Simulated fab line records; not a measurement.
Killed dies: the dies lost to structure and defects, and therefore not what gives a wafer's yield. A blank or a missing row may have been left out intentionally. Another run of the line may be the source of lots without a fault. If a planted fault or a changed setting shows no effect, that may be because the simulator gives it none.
Chamber matching | flow rit-cmos | 4 sister chambers for RIT_SDANNEAL_CLEAN_00 on wet-bench-03
The step cleans in SC1, time 572.4 s. 8 wafers are shown with their chamber, then 7 later ones without.

== WAFERS WITH THEIR CHAMBER ==
wafer  | chamber | bath-guard-temp-C (C) | temp-c (C)
L631.4 | 1       | 74.4                  | 74.90
L631.6 | 1       | 74.7                  | 74.96
L643.2 | 3       | 75.0                  | 74.98
L643.6 | 3       | 75.4                  | 74.98
L644.3 | 2       | 75.2                  | 74.94
L644.5 | 2       | 75.2                  | 75.07
L645.3 | 0       | 75.7                  | 74.86
L645.4 | 0       | 75.2                  | 75.09

== WAFERS WITHOUT THEIR CHAMBER ==
wafer  | bath-guard-temp-C (C) | temp-c (C)
L645.5 | 75.3                  | 74.89
L646.1 | 75.3                  | 75.06
L646.2 | 75.0                  | 75.09
L646.3 | 75.4                  | 75.17
L648.2 | 75.1                  | 74.74
L648.3 | 75.0                  | 74.92
L648.5 | 74.9                  | 74.78

== WHICH CHAMBER EACH WENT THROUGH ==
wafer  | from the rows above               | in truth
L645.5 | can't be placed: 3 or 0 or 2      | 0
L646.1 | can't be placed: 2 or 3 or 0      | 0
L646.2 | can't be placed: 2 or 3 or 0 or 1 | 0
L646.3 | can't be placed: 2 or 0 or 3      | 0
L648.2 | can't be placed: 3 or 2 or 0 or 1 | 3
L648.3 | can't be placed: 3 or 2 or 1 or 0 | 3
L648.5 | can't be placed: 1 or 3 or 2 or 0 | 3
0 of 7 placed correctly. From these rows, 7 cannot be placed; in 7 the true chamber is one of the candidates. Placed wrongly: 0.
How it was worked out, from the rows above alone: a wafer's distance from a chamber is the root of the sum, over the readings, of the square of ((its reading less the chamber's mean) divided by the reading's scatter). If the next closest chamber is less than 2 further off than the closest, the wafer can't be placed; otherwise it belongs to the closest. The mean given for a chamber averages the wafers shown for that chamber. The scatter is the square root of a quotient: the sum, over the shown wafers, of each reading's squared deviation from its chamber's mean, divided by wafers minus chambers.
